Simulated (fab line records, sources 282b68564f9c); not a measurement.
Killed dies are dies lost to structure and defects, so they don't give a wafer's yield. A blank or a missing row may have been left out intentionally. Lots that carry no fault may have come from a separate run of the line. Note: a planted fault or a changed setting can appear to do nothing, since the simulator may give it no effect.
fab line records + flow rit_cmos
[record]
- lots = 14
- wafers = 42
- last_day = 7
route steps=202 shown GATE@96 SILICIDE@162 CONTACT@168 M1@202
lots that met no fault: from a run of the same line without faults
start_h: hours from the record's opening day to when the first of the lot's shown wafers began + wait_h: hours elapsed since this lot's preceding step + " unchanged from the row above + L1.1+2: a single row standing in for several wafers + - no value present, or no start provided + * or withheld: withheld + < > ~ a bound
route shown NAME@n: names a module that has steps shown in the file, with the first one's number in the route + usual: average and standard deviation across the fault-free wafers + same: alike in all rows + chamber/n: place in a boat + sites: each site's reading + _std_site: standard deviation across them + _edge_site: outer sites' mean less inner sites' + radius_mm: how far each site lies from the wafer's centre + mask NAME#n: copy n + behind: the most recent tool/chamber to have shaped the wafer + hold: why the lot went on hold/how many hours it stayed there/how the hold came to an end + device: names the non-switching transistor (n, p or np) + end of line: the route-end tests of the same wafers + where a step has no rows: the recipe by itself + killed: count of dies lost to structure and defects at first sort (not the wafer's yield) + map: shows each die of a wafer: x if killed, . if not, _ if none is there
set.NAME: the setting as run; set.NAME@STEP: as run at that earlier step + model.NAME: the simulator's own value behind a step, which no gauge read
a sample of lots followed through the steps of the route, with each step as a table and each wafer as a row
services: a tool's chamber out of use, with start hour (start_h, from the record's first day; less than 0 if before it), hours out, and reason
[[steps]]
[step RIT_GATE_STRIP_20]
[recipe]
- chemistry = O2
- time_s = 180
- resist = NOVOLAK
- platen_temp_c = withheld
- power_w = 500
- pressure_mtorr = 4000
- o2_flow_sccm = 4000
[usual]
- drypump_motor_current_A = 5.6/0.31
| lot.wafer | tool            | chamber | start_h | wait_h | drypump_motor_current_A | rf_hours_counter_h |
|-----------|-----------------|---------|---------|--------|-------------------------|--------------------|
| L637.4    | plasma_asher-01 | 1       | 42.27   | 0.1    | 5.5                     | -                  |
| L637.5    | "               | 0       | "       | "      | 5.3                     | -                  |
| L637.6    | "               | 1       | "       | "      | 5.5                     | -                  |
| L639.1    | plasma_asher-02 | 1       | 53.08   | 0.1    | 6.1                     | 41                 |
| L639.2    | "               | 0       | "       | "      | 5.2                     | 41                 |
| L639.4    | "               | 1       | "       | "      | 6.0                     | -                  |
| L640.3    | plasma_asher-01 | 1       | 53.38   | 0.1    | 5.5                     | -                  |
| L640.4    | "               | 0       | "       | "      | 5.3                     | -                  |
| L640.6    | "               | 0       | "       | "      | 5.3                     | -                  |
| L642.2    | plasma_asher-02 | 0       | 67.14   | 0.1    | 5.2                     | 43                 |
| L642.3    | "               | 1       | "       | "      | 6.1                     | -                  |
| L642.4    | "               | 0       | "       | "      | 5.2                     | -                  |
| L643.2    | plasma_asher-03 | 0       | 72.69   | 0.1    | 5.6                     | 41                 |
| L643.3    | "               | 1       | "       | "      | 6.0                     | -                  |
| L643.5    | "               | 0       | "       | "      | 5.6                     | -                  |
| L651.3    | plasma_asher-03 | 0       | 110.90  | 0.1    | 5.5                     | -                  |
| L651.4    | "               | 1       | "       | "      | 6.0                     | -                  |
| L651.5    | "               | 1       | "       | "      | 6.0                     | -                  |
| L652.2    | plasma_asher-03 | 0       | 117.73  | 0.1    | 5.5                     | 46                 |
| L652.3    | "               | 1       | "       | "      | 6.0                     | -                  |
| L652.4    | "               | 0       | "       | "      | 5.5                     | -                  |
| L653.1    | plasma_asher-01 | 0       | 121.60  | 0.1    | 5.4                     | 0                  |
| L653.2    | "               | 1       | "       | "      | 5.5                     | 0                  |
| L653.6    | "               | 0       | "       | "      | 5.3                     | -                  |
| L654.1    | plasma_asher-01 | 0       | 124.25  | 0.1    | 5.3                     | 1                  |
| L654.2    | "               | 1       | "       | "      | 5.5                     | 1                  |
| L654.5    | "               | 1       | "       | "      | 5.5                     | -                  |
| L655.2    | plasma_asher-03 | 0       | 130.91  | 0.1    | 5.5                     | 48                 |
| L655.4    | "               | 0       | "       | "      | 5.5                     | -                  |
| L655.6    | "               | 0       | "       | "      | 5.5                     | -                  |
| L656.2    | plasma_asher-02 | 0       | 137.05  | 0.1    | 5.2                     | 51                 |
| L656.4    | "               | 0       | "       | "      | 5.1                     | -                  |
| L656.6    | "               | 0       | "       | "      | 5.1                     | -                  |
| L658.2    | plasma_asher-03 | 0       | 144.75  | 0.1    | 5.5                     | 49                 |
| L658.3    | "               | 1       | "       | "      | 6.0                     | -                  |
| L658.6    | "               | 0       | "       | "      | 5.5                     | -                  |
| L659.1    | plasma_asher-02 | 1       | 150.99  | 0.1    | 6.0                     | 52                 |
| L659.4    | "               | 1       | "       | "      | 6.0                     | -                  |
| L659.5    | "               | 1       | "       | "      | 6.0                     | -                  |
| L660.1    | plasma_asher-01 | 1       | 157.63  | 0.1    | 5.5                     | 4                  |
| L660.3    | "               | 0       | "       | "      | 5.3                     | -                  |
| L660.4    | "               | 1       | "       | "      | 5.5                     | -                  |
[step RIT_SILICIDE_SPUTTER_01]
[recipe]
- material = Ti
- target_thk_nm = 30
- power_w = 350
- chamber_pressure_pa = 0.667
- gas = Ar
- time_s = 240
- substrate_temp_c = 25
[usual]
- cathode_dc_power_W = 350.01/0.07
- throttle_valve_pct = 30.7/0.83
| lot.wafer | tool           | chamber | start_h | wait_h | cathode_dc_power_W | throttle_valve_pct |
|-----------|----------------|---------|---------|--------|--------------------|--------------------|
| L637.4    | pvd_sputter-01 | -       | 57.93   | 0.0    | 349.99             | 32.2               |
| L637.5    | "              | -       | "       | "      | 350.10             | 32.1               |
| L637.6    | "              | -       | "       | "      | 350.08             | 30.5               |
| L639.1    | pvd_sputter-01 | -       | 67.39   | 0.0    | 350.03             | 32.2               |
| L639.2    | "              | -       | "       | "      | 349.99             | 30.8               |
| L639.4    | "              | -       | "       | "      | 349.98             | 30.4               |
| L640.3    | pvd_sputter-02 | -       | 67.50   | 0.0    | 349.98             | 29.6               |
| L640.4    | "              | -       | "       | "      | 350.06             | 29.4               |
| L640.6    | "              | -       | "       | "      | 349.85             | 29.0               |
| L642.2    | pvd_sputter-01 | -       | 81.08   | 0.0    | 349.99             | 30.0               |
| L642.3    | "              | -       | "       | "      | 350.03             | 31.0               |
| L642.4    | "              | -       | "       | "      | 350.07             | 32.1               |
| L643.2    | pvd_sputter-04 | -       | 85.54   | 0.0    | 349.93             | 31.1               |
| L643.3    | "              | -       | "       | "      | 350.08             | 30.8               |
| L643.5    | "              | -       | "       | "      | 350.05             | 30.4               |
| L651.3    | pvd_sputter-01 | -       | 125.40  | 0.0    | 349.98             | 32.0               |
| L651.4    | "              | -       | "       | "      | 350.04             | 30.1               |
| L651.5    | "              | -       | "       | "      | 349.92             | 32.4               |
| L652.2    | pvd_sputter-02 | -       | 130.28  | 0.0    | 350.08             | 28.9               |
| L652.3    | "              | -       | "       | "      | 350.10             | 29.4               |
| L652.4    | "              | -       | "       | "      | 350.04             | 29.9               |
| L653.1    | pvd_sputter-01 | -       | 136.35  | 0.0    | 350.00             | 31.0               |
| L653.2    | "              | -       | "       | "      | 349.94             | 30.3               |
| L653.6    | "              | -       | "       | "      | 350.09             | 30.9               |
| L654.1    | pvd_sputter-04 | -       | 137.50  | 0.0    | 350.06             | 30.7               |
| L654.2    | "              | -       | "       | "      | 349.96             | 31.7               |
| L654.5    | "              | -       | "       | "      | 350.05             | 30.3               |
| L655.2    | pvd_sputter-01 | -       | 145.05  | 0.0    | 349.93             | 30.5               |
| L655.4    | "              | -       | "       | "      | 350.00             | 32.3               |
| L655.6    | "              | -       | "       | "      | 349.88             | 30.2               |
| L656.2    | pvd_sputter-02 | -       | 151.76  | 0.0    | 350.03             | 29.3               |
| L656.4    | "              | -       | "       | "      | 350.02             | 29.9               |
| L656.6    | "              | -       | "       | "      | 350.16             | 29.9               |
| L658.2    | pvd_sputter-04 | -       | 158.71  | 0.0    | 349.95             | 31.8               |
| L658.3    | "              | -       | "       | "      | 349.85             | 31.2               |
| L658.6    | "              | -       | "       | "      | 350.08             | 31.7               |
| L659.1    | pvd_sputter-01 | -       | 165.17  | 0.0    | 350.05             | 32.3               |
| L659.4    | "              | -       | "       | "      | 349.97             | 29.7               |
| L659.5    | "              | -       | "       | "      | 349.92             | 32.3               |
| L660.1    | pvd_sputter-04 | -       | 170.30  | 0.0    | 350.06             | 30.3               |
| L660.3    | "              | -       | "       | "      | 350.13             | 31.8               |
| L660.4    | "              | -       | "       | "      | 350.02             | 30.5               |
[step RIT_SILICIDE_THK_MEAS_03]
[recipe]
- thk_meas_gauge = xrf
- reads = Ti_of_SILICIDE_SPUTTER_01
[usual]
- SILICIDE_TI_THK = 29.3/0.37
| lot.wafer | tool          | chamber | start_h | wait_h | SILICIDE_TI_THK[nm] |
|-----------|---------------|---------|---------|--------|---------------------|
| L637.4    | film_metro-04 | -       | 58.25   | 0.1    | 30.0                |
| L637.5    | "             | -       | "       | "      | 29.8                |
| L637.6    | "             | -       | "       | "      | 29.2                |
| L639.1    | film_metro-01 | -       | 67.66   | 0.1    | 29.8                |
| L639.2    | "             | -       | "       | "      | 28.9                |
| L639.4    | "             | -       | "       | "      | 29.1                |
| L640.3    | film_metro-03 | -       | 67.79   | 0.1    | 29.3                |
| L640.4    | "             | -       | "       | "      | 29.1                |
| L640.6    | "             | -       | "       | "      | 29.4                |
| L642.2    | film_metro-01 | -       | 81.36   | 0.1    | 29.8                |
| L642.3    | "             | -       | "       | "      | 29.6                |
| L642.4    | "             | -       | "       | "      | 30.0                |
| L643.2    | film_metro-04 | -       | 85.82   | 0.1    | 29.2                |
| L643.3    | "             | -       | "       | "      | 29.7                |
| L643.5    | "             | -       | "       | "      | 29.5                |
| L651.3    | film_metro-03 | -       | 125.69  | 0.1    | 29.3                |
| L651.4    | "             | -       | "       | "      | 29.0                |
| L651.5    | "             | -       | "       | "      | 29.4                |
| L652.2    | film_metro-03 | -       | 130.56  | 0.1    | 28.7                |
| L652.3    | "             | -       | "       | "      | 28.8                |
| L652.4    | "             | -       | "       | "      | 29.1                |
| L653.1    | film_metro-01 | -       | 136.62  | 0.1    | 29.4                |
| L653.2    | "             | -       | "       | "      | 28.9                |
| L653.6    | "             | -       | "       | "      | 29.1                |
| L654.1    | film_metro-03 | -       | 137.77  | 0.1    | 29.3                |
| L654.2    | "             | -       | "       | "      | 29.7                |
| L654.5    | "             | -       | "       | "      | 28.9                |
| L655.2    | film_metro-03 | -       | 145.33  | 0.1    | 28.4                |
| L655.4    | "             | -       | "       | "      | 28.8                |
| L655.6    | "             | -       | "       | "      | 28.7                |
| L656.2    | film_metro-03 | -       | 152.04  | 0.1    | 29.9                |
| L656.4    | "             | -       | "       | "      | 30.1                |
| L656.6    | "             | -       | "       | "      | 29.9                |
| L658.2    | film_metro-01 | -       | 158.99  | 0.1    | 29.9                |
| L658.3    | "             | -       | "       | "      | 29.2                |
| L658.6    | "             | -       | "       | "      | 29.8                |
| L659.1    | film_metro-04 | -       | 165.44  | 0.1    | 29.7                |
| L659.4    | "             | -       | "       | "      | 29.7                |
| L659.5    | "             | -       | "       | "      | 29.6                |
| L660.1    | film_metro-03 | -       | 170.57  | 0.1    | 28.8                |
| L660.3    | "             | -       | "       | "      | 29.3                |
| L660.4    | "             | -       | "       | "      | 29.1                |
[step RIT_CONTACT_CVD_00]
[recipe]
- material = SiO2
- target_thk_nm = 400
- precursor = TEOS
- temp_c = 390
- time_s = 61
- rf_w = 400
[usual]
- heater_power_w = 308/38
- rf_fwd_power_W = 397.0/1.6
| lot.wafer | tool     | chamber | start_h | wait_h | heater_power_w | rf_fwd_power_W |
|-----------|----------|---------|---------|--------|----------------|----------------|
| L637.4    | pecvd-01 | 0       | 58.48   | 0.0    | 352            | 397.0          |
| L637.5    | "        | 2       | "       | "      | 283            | 397.0          |
| L637.6    | "        | 1       | "       | "      | 302            | 397.6          |
| L639.1    | pecvd-04 | 2       | 67.90   | 0.1    | 345            | 398.2          |
| L639.2    | "        | 1       | "       | "      | 351            | 395.0          |
| L639.4    | "        | 1       | "       | "      | 369            | 396.0          |
| L640.3    | pecvd-01 | 0       | 68.01   | 0.0    | 287            | 398.1          |
| L640.4    | "        | 0       | "       | "      | 311            | 399.7          |
| L640.6    | "        | 1       | "       | "      | 371            | 398.3          |
| L642.2    | pecvd-04 | 0       | 81.58   | 0.0    | -              | -              |
| L642.3    | "        | 2       | "       | "      | -              | -              |
| L642.4    | "        | 1       | "       | "      | -              | -              |
| L643.2    | pecvd-01 | 1       | 86.05   | 0.0    | -              | -              |
| L643.3    | "        | 2       | "       | "      | -              | -              |
| L643.5    | "        | 1       | "       | "      | -              | -              |
| L651.3    | pecvd-04 | 0       | 125.91  | 0.0    | 309            | 396.2          |
| L651.4    | "        | 0       | "       | "      | 318            | 397.6          |
| L651.5    | "        | 1       | "       | "      | 393            | 397.0          |
| L652.2    | pecvd-01 | 2       | 130.79  | 0.0    | 296            | 397.0          |
| L652.3    | "        | 1       | "       | "      | 338            | 395.8          |
| L652.4    | "        | 0       | "       | "      | 324            | 397.4          |
| L653.1    | pecvd-02 | 2       | 136.86  | 0.1    | 279            | 394.9          |
| L653.2    | "        | 0       | "       | "      | 257            | 397.6          |
| L653.6    | "        | 0       | "       | "      | 278            | 398.1          |
| L654.1    | pecvd-04 | 0       | 138.01  | 0.1    | 296            | 395.3          |
| L654.2    | "        | 1       | "       | "      | 351            | 395.4          |
| L654.5    | "        | 1       | "       | "      | 365            | 396.2          |
| L655.2    | pecvd-01 | 0       | 145.56  | 0.0    | 329            | 400.8          |
| L655.4    | "        | 0       | "       | "      | 341            | 399.7          |
| L655.6    | "        | 0       | "       | "      | 347            | 398.8          |
| L656.2    | pecvd-02 | 2       | 152.26  | 0.0    | 241            | 394.4          |
| L656.4    | "        | 0       | "       | "      | 306            | 397.1          |
| L656.6    | "        | 2       | "       | "      | 252            | 394.9          |
| L658.2    | pecvd-01 | 0       | 159.21  | 0.0    | 317            | 397.7          |
| L658.3    | "        | 2       | "       | "      | 310            | 398.6          |
| L658.6    | "        | 1       | "       | "      | 344            | 396.0          |
| L659.1    | pecvd-02 | 1       | 165.68  | 0.1    | 301            | 398.1          |
| L659.4    | "        | 2       | "       | "      | 266            | 394.8          |
| L659.5    | "        | 0       | "       | "      | 304            | 399.9          |
| L660.1    | pecvd-04 | 2       | 170.80  | 0.1    | 341            | 399.0          |
| L660.3    | "        | 0       | "       | "      | 250            | 396.4          |
| L660.4    | "        | 2       | "       | "      | 355            | 397.6          |
[step RIT_M1_PROBE_99]
[usual]
- defect_limited_yield = 97.4/1.2
- killed_at_M0_to_M3 = 0.0/0.12
- killed_at_contacts = 0.1/0.27
- killed_at_front_end = 7/3.1
- killed_dies = 7/3.1
- killed_open = 3.3/2.1
- killed_short = 3.5/2
- sort_bin_3_pad_short = 0.1/0.21
- sort_bin_5_function = 1.5/0.83
- sort_bin_6_memory = 1.0/0.65
- sort_n_pass = 257/3.1
- sort_yield_pct = 97.4/1.2
[same]
- gross_dies = 264
- killed_at_M4_up = 0
- killed_at_back_side = 0
- killed_at_other = 0
| lot.wafer | tool      | chamber | start_h | wait_h | defect_limited_yield[%] | killed_at_M0_to_M3 | killed_at_contacts | killed_at_front_end | killed_dies | killed_open | killed_short | sort_bin_3_pad_short[%] | sort_bin_5_function[%] | sort_bin_6_memory[%] | sort_n_pass | sort_yield_pct[%] |
|-----------|-----------|---------|---------|--------|-------------------------|--------------------|--------------------|---------------------|-------------|-------------|--------------|-------------------------|------------------------|----------------------|-------------|-------------------|
| L637.4    | prober-02 | -       | 65.09   | 0.2    | 97.3                    | 0                  | 0                  | 7                   | 7           | 3           | 4            | 0                       | 1.1                    | 1.5                  | 257         | 97.3              |
| L637.5    | prober-02 | -       | 65.14   | 0.2    | 97.0                    | 0                  | 0                  | 8                   | 8           | 5           | 3            | 0                       | 1.9                    | 1.1                  | 256         | 97.0              |
| L637.6    | prober-02 | -       | 65.19   | 0.2    | 96.2                    | 0                  | 0                  | 10                  | 10          | 5           | 5            | 0.4                     | 1.9                    | 1.5                  | 254         | 96.2              |
| L639.1    | prober-02 | -       | 74.29   | 0.1    | 95.8                    | 0                  | 0                  | 11                  | 11          | 5           | 6            | 0                       | 2.3                    | 1.9                  | 253         | 95.8              |
| L639.2    | prober-02 | -       | 74.34   | 0.1    | 97.3                    | 0                  | 0                  | 7                   | 7           | 3           | 4            | 0                       | 2.3                    | 0.4                  | 257         | 97.3              |
| L639.4    | prober-02 | -       | 74.44   | 0.2    | 98.1                    | 1                  | 0                  | 4                   | 5           | 4           | 1            | 0                       | 1.5                    | 0.4                  | 259         | 98.1              |
| L640.3    | prober-01 | -       | 75.89   | 0.2    | 98.1                    | 0                  | 0                  | 5                   | 5           | 2           | 3            | 0                       | 0.8                    | 1.1                  | 259         | 98.1              |
| L640.4    | prober-01 | -       | 75.94   | 0.2    | 96.2                    | 0                  | 0                  | 10                  | 10          | 6           | 4            | 0.4                     | 1.5                    | 1.9                  | 254         | 96.2              |
| L640.6    | prober-01 | -       | 76.04   | 0.2    | 97.7                    | 0                  | 0                  | 6                   | 6           | 4           | 2            | 0                       | 0.4                    | 1.9                  | 258         | 97.7              |
| L651.3    | prober-02 | -       | 132.37  | 0.2    | 97.7                    | 0                  | 0                  | 6                   | 6           | 3           | 3            | 0                       | 2.3                    | 0                    | 258         | 97.7              |
| L651.4    | prober-02 | -       | 132.42  | 0.2    | 96.6                    | 0                  | 0                  | 9                   | 9           | 4           | 5            | 0                       | 2.7                    | 0.8                  | 255         | 96.6              |
| L651.5    | prober-02 | -       | 132.47  | 0.2    | 95.8                    | 0                  | 1                  | 10                  | 11          | 5           | 6            | 0.4                     | 2.7                    | 1.1                  | 253         | 95.8              |
| L652.2    | prober-01 | -       | 137.34  | 0.1    | 97.7                    | 0                  | 0                  | 6                   | 6           | 3           | 3            | 0.4                     | 1.9                    | 0                    | 258         | 97.7              |
| L652.3    | prober-01 | -       | 137.39  | 0.2    | 97.0                    | 0                  | 0                  | 8                   | 8           | 4           | 4            | 0                       | 1.9                    | 1.1                  | 256         | 97.0              |
| L652.4    | prober-01 | -       | 137.44  | 0.2    | 96.6                    | 0                  | 0                  | 9                   | 9           | 6           | 3            | 0                       | 1.5                    | 1.9                  | 255         | 96.6              |
| L653.1    | prober-02 | -       | 143.23  | 0.1    | 97.0                    | 0                  | 0                  | 8                   | 8           | 3           | 5            | 0                       | 2.3                    | 0.8                  | 256         | 97.0              |
| L653.2    | prober-02 | -       | 143.28  | 0.1    | 96.6                    | 0                  | 0                  | 9                   | 9           | 2           | 7            | 0.4                     | 1.5                    | 1.5                  | 255         | 96.6              |
| L653.6    | prober-02 | -       | 143.48  | 0.2    | 98.1                    | 0                  | 0                  | 5                   | 5           | 4           | 1            | 0                       | 0.8                    | 1.1                  | 259         | 98.1              |
| L654.1    | prober-01 | -       | 144.73  | 0.1    | 97.3                    | 0                  | 0                  | 7                   | 7           | 5           | 2            | 0                       | 1.5                    | 1.1                  | 257         | 97.3              |
| L654.2    | prober-01 | -       | 144.78  | 0.1    | 97.3                    | 0                  | 0                  | 7                   | 7           | 3           | 4            | 0.4                     | 1.5                    | 0.8                  | 257         | 97.3              |
| L654.5    | prober-01 | -       | 144.93  | 0.2    | 97.0                    | 0                  | 0                  | 8                   | 8           | 2           | 6            | 0                       | 1.9                    | 1.1                  | 256         | 97.0              |
| L655.2    | prober-02 | -       | 152.14  | 0.1    | 96.2                    | 0                  | 0                  | 10                  | 10          | 6           | 4            | 0                       | 1.9                    | 1.9                  | 254         | 96.2              |
| L655.4    | prober-02 | -       | 152.24  | 0.2    | 97.3                    | 0                  | 0                  | 7                   | 7           | 4           | 3            | 0                       | 1.9                    | 0.8                  | 257         | 97.3              |
| L655.6    | prober-02 | -       | 152.34  | 0.2    | 97.3                    | 0                  | 0                  | 7                   | 7           | 4           | 3            | 0                       | 1.9                    | 0.8                  | 257         | 97.3              |
| L656.2    | prober-01 | -       | 159.14  | 0.1    | 97.7                    | 0                  | 0                  | 6                   | 6           | 4           | 2            | 0                       | 1.1                    | 1.1                  | 258         | 97.7              |
| L656.4    | prober-01 | -       | 159.24  | 0.2    | 98.9                    | 0                  | 0                  | 3                   | 3           | 1           | 2            | 0                       | 1.1                    | 0                    | 261         | 98.9              |
| L656.6    | prober-01 | -       | 159.34  | 0.2    | 97.3                    | 0                  | 0                  | 7                   | 7           | 4           | 3            | 0                       | 1.9                    | 0.8                  | 257         | 97.3              |
| L658.2    | prober-02 | -       | 165.78  | 0.1    | 97.7                    | 0                  | 0                  | 6                   | 6           | 4           | 2            | 0.4                     | 1.1                    | 0.8                  | 258         | 97.7              |
| L658.3    | prober-02 | -       | 165.83  | 0.2    | 95.5                    | 0                  | 0                  | 12                  | 12          | 8           | 4            | 0                       | 3.4                    | 1.1                  | 252         | 95.5              |
| L658.6    | prober-02 | -       | 165.98  | 0.2    | 98.1                    | 0                  | 0                  | 5                   | 5           | 0           | 5            | 0.4                     | 0.8                    | 0.8                  | 259         | 98.1              |
| L659.1    | prober-01 | -       | 172.04  | 0.1    | 98.5                    | 0                  | 0                  | 4                   | 4           | 2           | 2            | 0                       | 0.8                    | 0.8                  | 260         | 98.5              |
| L659.4    | prober-01 | -       | 172.19  | 0.2    | 97.3                    | 1                  | 0                  | 6                   | 7           | 5           | 2            | 0                       | 1.5                    | 1.1                  | 257         | 97.3              |
| L659.5    | prober-01 | -       | 172.24  | 0.2    | 99.2                    | 0                  | 0                  | 2                   | 2           | 0           | 2            | 0                       | 0.8                    | 0                    | 262         | 99.2              |
| L660.1    | prober-02 | -       | 177.49  | 0.1    | 97.7                    | 0                  | 0                  | 6                   | 6           | 4           | 2            | 0                       | 1.5                    | 0.8                  | 258         | 97.7              |
| L660.3    | prober-02 | -       | 177.59  | 0.2    | 98.5                    | 0                  | 0                  | 4                   | 4           | 3           | 1            | 0                       | 1.5                    | 0                    | 260         | 98.5              |
| L660.4    | prober-02 | -       | 177.64  | 0.2    | 96.2                    | 0                  | 0                  | 10                  | 10          | 3           | 7            | 0.8                     | 1.1                    | 1.9                  | 254         | 96.2              |
// killed by level:class
L637.4 GATE:geometric_particle:short=4 SILICIDE:geometric_particle:open=2 REOX:geometric_particle:open=1
L637.5 GATE:geometric_particle:open=3 GATE:geometric_particle:short=2 SPACER:geometric_particle:open=2 FOX1:geometric_particle:short=1
L637.6 GATE:geometric_particle:open=4 GATE:geometric_particle:short=3 SPACER:geometric_particle:short=1 SILICIDE:geometric_particle:short=1 SILICIDE:geometric_particle:open=1
L639.1 FOX1:geometric_particle:short=2 GATE:geometric_particle:short=2 GATE:geometric_particle:open=2 SPACER:geometric_particle:short=2 FOX1:geometric_particle:open=1 REOX:geometric_particle:open=1 SPACER:geometric_particle:open=1
L639.2 FOX1:geometric_particle:short=3 FOX1:geometric_particle:open=2 GATE:geometric_particle:open=1 SPACER:geometric_particle:short=1
L639.4 REOX:geometric_particle:open=3 GATE:geometric_particle:open=1 M1:geometric_particle:short=1
L640.3 FOX2:geometric_particle:short=1 GATE:geometric_particle:open=1 GATE:geometric_particle:short=1 SPACER:geometric_particle:open=1 SILICIDE:geometric_particle:short=1
L640.4 FOX2:geometric_particle:open=2 FOX2:geometric_particle:short=2 REOX:geometric_particle:open=2 FOX1:geometric_particle:short=1 GATE:geometric_particle:short=1 SPACER:geometric_particle:open=1 SILICIDE:geometric_particle:open=1
L640.6 FOX1:geometric_particle:open=1 FOX2:geometric_particle:open=1 GATE:geometric_particle:short=1 GATE:geometric_particle:open=1 REOX:geometric_particle:open=1 SPACER:geometric_particle:short=1
L651.3 GATE:geometric_particle:open=2 FOX1:geometric_particle:short=1 FOX1:geometric_particle:open=1 GATE:geometric_particle:short=1 SPACER:geometric_particle:short=1
L651.4 FOX2:geometric_particle:short=2 GATE:geometric_particle:short=2 GATE:geometric_particle:open=2 SILICIDE:geometric_particle:open=2 FOX1:geometric_particle:short=1
L651.5 GATE:geometric_particle:open=2 GATE:geometric_particle:short=2 SILICIDE:geometric_particle:open=2 REOX:geometric_particle:short=1 REOX:geometric_particle:open=1 SPACER:geometric_particle:short=1 SILICIDE:geometric_particle:short=1 CONTACT:geometric_particle:short=1
L652.2 FOX2:geometric_particle:short=2 FOX1:geometric_particle:open=1 GATE:geometric_particle:short=1 GATE:geometric_particle:open=1 REOX:geometric_particle:open=1
L652.3 GATE:geometric_particle:short=2 FOX1:geometric_particle:short=1 FOX2:geometric_particle:open=1 GATE:geometric_particle:open=1 REOX:geometric_particle:short=1 REOX:geometric_particle:open=1 SILICIDE:geometric_particle:open=1
L652.4 GATE:geometric_particle:open=3 GATE:geometric_particle:short=2 FOX2:geometric_particle:open=1 REOX:geometric_particle:open=1 SILICIDE:geometric_particle:open=1 SILICIDE:geometric_particle:short=1
L653.1 GATE:geometric_particle:short=3 GATE:geometric_particle:open=2 FOX1:geometric_particle:open=1 SPACER:geometric_particle:short=1 SILICIDE:geometric_particle:short=1
L653.2 GATE:geometric_particle:short=2 REOX:geometric_particle:open=2 SPACER:geometric_particle:short=2 FOX1:geometric_particle:short=1 FOX2:geometric_particle:short=1 REOX:geometric_particle:short=1
L653.6 SPACER:geometric_particle:open=2 ACTIVE:geometric_particle:open=1 FOX1:geometric_particle:open=1 GATE:geometric_particle:short=1
L654.1 GATE:geometric_particle:open=3 FOX1:geometric_particle:short=1 FOX1:geometric_particle:open=1 FOX2:geometric_particle:short=1 FOX2:geometric_particle:open=1
L654.2 GATE:geometric_particle:short=4 FOX1:geometric_particle:open=2 GATE:geometric_particle:open=1
L654.5 GATE:geometric_particle:short=3 REOX:geometric_particle:short=3 GATE:geometric_particle:open=2
L655.2 FOX1:geometric_particle:short=2 GATE:geometric_particle:short=2 GATE:geometric_particle:open=2 SPACER:geometric_particle:open=2 FOX1:geometric_particle:open=1 FOX2:geometric_particle:open=1
L655.4 GATE:geometric_particle:open=3 GATE:geometric_particle:short=2 FOX2:geometric_particle:open=1 SILICIDE:geometric_particle:short=1
L655.6 GATE:geometric_particle:short=2 GATE:geometric_particle:open=2 FOX1:geometric_particle:short=1 REOX:geometric_particle:open=1 SPACER:geometric_particle:open=1
L656.2 FOX2:geometric_particle:open=2 FOX1:geometric_particle:open=1 FOX1:geometric_particle:short=1 REOX:geometric_particle:short=1 SILICIDE:geometric_particle:open=1
L656.4 GATE:geometric_particle:short=1 REOX:geometric_particle:open=1 SILICIDE:geometric_particle:short=1
L656.6 FOX1:geometric_particle:open=1 FOX1:geometric_particle:short=1 GATE:geometric_particle:open=1 REOX:geometric_particle:short=1 REOX:geometric_particle:open=1 SILICIDE:geometric_particle:open=1 SILICIDE:geometric_particle:short=1
L658.2 GATE:geometric_particle:short=2 SPACER:geometric_particle:open=2 FOX1:geometric_particle:open=1 GATE:geometric_particle:open=1
L658.3 GATE:geometric_particle:open=4 SPACER:geometric_particle:open=3 SPACER:geometric_particle:short=2 FOX1:geometric_particle:short=1 GATE:geometric_particle:short=1 SILICIDE:geometric_particle:open=1
L658.6 GATE:geometric_particle:short=4 FOX1:geometric_particle:short=1
L659.1 GATE:geometric_particle:short=2 GATE:geometric_particle:open=2
L659.4 GATE:geometric_particle:open=5 GATE:geometric_particle:short=1 M1:geometric_particle:short=1
L659.5 FOX2:geometric_particle:short=1 GATE:geometric_particle:short=1
L660.1 FOX2:geometric_particle:short=2 GATE:geometric_particle:open=2 FOX1:geometric_particle:open=1 SILICIDE:geometric_particle:open=1
L660.3 FOX1:geometric_particle:open=1 FOX2:geometric_particle:open=1 GATE:geometric_particle:short=1 REOX:geometric_particle:open=1
L660.4 GATE:geometric_particle:short=3 GATE:geometric_particle:open=2 SPACER:geometric_particle:short=2 FOX1:geometric_particle:short=1 SILICIDE:geometric_particle:short=1 SILICIDE:geometric_particle:open=1
[[services]]
| tool            | chamber | start_h | hours | kind        |
|-----------------|---------|---------|-------|-------------|
| pecvd-04        | -       | 63.81   | 2.8   | pm          |
| pvd_sputter-04  | -       | 67.49   | 6.4   | repair      |
| pecvd-01        | -       | 74.80   | 1.9   | repair      |
| pvd_sputter-02  | -       | 85.12   | 10.3  | repair      |
| pecvd-04        | 2       | 98.56   | -     | calibration |
| plasma_asher-01 | -       | 103.58  | 5.6   | repair      |
| plasma_asher-01 | -       | 109.20  | 9.0   | pm          |
| plasma_asher-01 | 0       | 109.20  | 9.0   | vent_cycle  |
| plasma_asher-01 | 1       | 109.20  | 9.0   | vent_cycle  |
| plasma_asher-01 | 0       | 118.20  | -     | clean       |
| plasma_asher-01 | 1       | 118.20  | -     | clean       |
| plasma_asher-02 | -       | 128.81  | 0.6   | repair      |
| plasma_asher-03 | -       | 131.59  | 4.5   | repair      |
| pvd_sputter-04  | -       | 138.15  | 4.2   | repair      |
| pecvd-01        | 1       | 143.68  | 2.4   | repair      |
| plasma_asher-03 | -       | 163.29  | 0.5   | repair      |
| pvd_sputter-01  | -       | 169.29  | 2.1   | repair      |
[[key]]
[first_sign]
- step = RIT_CONTACT_CVD_00
- reading = tool_record
- direction = missing
effect none on later readings
met_at RIT_CONTACT_CVD_00
struck_lots L642,L643
scrapped_behind RIT_CONTACT_THK_MEAS_01 L642.2,L642.3,L642.4,L643.2,L643.3,L643.5
not_acting_at RIT_GATE_STRIP_20,RIT_SILICIDE_SPUTTER_01,RIT_SILICIDE_THK_MEAS_03
onset_between 68.01 81.58
[fault]
- kind = skipped_step_whole
- tool = pecvd-01,pecvd-04
- chamber = -
- onset_h = 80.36
- steps = RIT_CONTACT_CVD_00
- scope = struck_lots_only
